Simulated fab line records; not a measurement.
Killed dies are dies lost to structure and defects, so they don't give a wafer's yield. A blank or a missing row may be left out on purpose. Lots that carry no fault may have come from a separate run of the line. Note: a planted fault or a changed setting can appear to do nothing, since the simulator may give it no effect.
What tool caused it?    flow ritCmos    13 lots, 39 wafers sampled, at 2 steps of a route of 202

## WHAT THE GAUGES READ, wafer by wafer
RIT_SPACER_THK_MEAS_04.
lot   measured     on            SPACER_NITRIDE_THK (nm)
L873  day 3 02:56  filmMetro-04  245.8 245.5 247.5
L874  day 3 08:43  filmMetro-04  247.4 247.4 246.1
L875  day 3 13:02  filmMetro-04  247.5 248.3 246.1
L876  day 3 14:44  filmMetro-02  250.7 252.1 250.6
L877  day 3 22:37  filmMetro-04  249.4 249.0 248.1
L878  day 4 03:10  filmMetro-01  248.1 251.0 249.1
L879  day 4 06:02  filmMetro-01  249.2 249.9 250.7
L880  day 4 09:42  filmMetro-02  244.3 245.5 244.6
L881  day 4 18:38  filmMetro-01  250.1 249.4 250.1
L882  day 4 20:33  filmMetro-04  249.2 249.6 248.4
L884  day 5 05:59  filmMetro-02  271.2 270.8 270.0
L885  day 5 15:21  filmMetro-02  246.0 248.1 246.0
L896  day 7 18:26  filmMetro-02  247.9 248.6 248.9

## EACH LOT AND THE TOOL THAT RAN IT (in order: tool; ch and the chambers of the sampled wafers; start)
lot   RIT_SPACER_CVD_03
L873  lpcvd-02 ch 1, day 3 01:02
L874  lpcvd-01 ch 1, day 3 06:48
L875  lpcvd-02 ch 0, day 3 11:07
L876  lpcvd-01 ch 1, day 3 12:49
L877  lpcvd-02 ch 1, day 3 20:41
L878  lpcvd-01 ch 1, day 4 01:15
L879  lpcvd-02 ch 0, day 4 04:05
L880  lpcvd-01 ch 0, day 4 07:46
L881  lpcvd-02 ch 0, day 4 16:42
L882  lpcvd-02 ch 1, day 4 18:37
L884  lpcvd-02 ch 0, day 5 04:02
L885  lpcvd-01 ch 1, day 5 13:25
L896  lpcvd-01 ch 0, day 7 16:31
- RIT_SPACER_CVD_03: deposits Si3N4 from SiH2Cl2/NH3, target thk 250 nm, time 3300 s.

## AS READ BY THE TOOLS THEMSELVES (means over the sampled wafers that have a number; for cases with no such wafer, the mark the record gives instead)
The record holds no such reading with a usual standard deviation.

## THE ANSWER, worked out from the rows above alone
Rule: the usual values come from the lots themselves. The widest of any qualifying gaps counts: lots, ordered by their means at a reading, are off when they make up no more than a third of the lots, leave a main group of 4 or more, and stand apart from it by 3 or more times the standard deviation of that group's means. If all means in a main group match to the digits the tables above print for the reading, that group is not used. Also off: a lot with no number at a reading for which 4 or more lots have one. The other lots that the step has rows for count as sound. First the gauges in route order, then the tools' own readings, where a lot's mean is used as printed above. The first step at which some lot is off is used, and at that step the reading that is off furthest; a lot without a number counts as furthest.
Off: L884, at RIT_SPACER_THK_MEAS_04 (SPACER_NITRIDE_THK). Main group: mean 248.2 nm, sd 1.8.
A tool fits if, at a process step before that reading, it ran every lot that is off, and no sound lot after the first of them. The gauges at RIT_SPACER_THK_MEAS_04 are tried like those tools. One fits: RIT_SPACER_CVD_03 on lpcvd-02. A fault onset in the window from L882 (day 4 18:37, its last sound lot) to L884 (day 5 04:02, its first lot off) fits.

## WHAT THE SIMULATOR HAD PUT IN
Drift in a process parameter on lpcvd-02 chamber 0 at RIT_SPACER_CVD_03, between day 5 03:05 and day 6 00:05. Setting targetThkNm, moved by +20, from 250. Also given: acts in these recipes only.
Shown lots that were struck: L884. The same result came from the rule above.
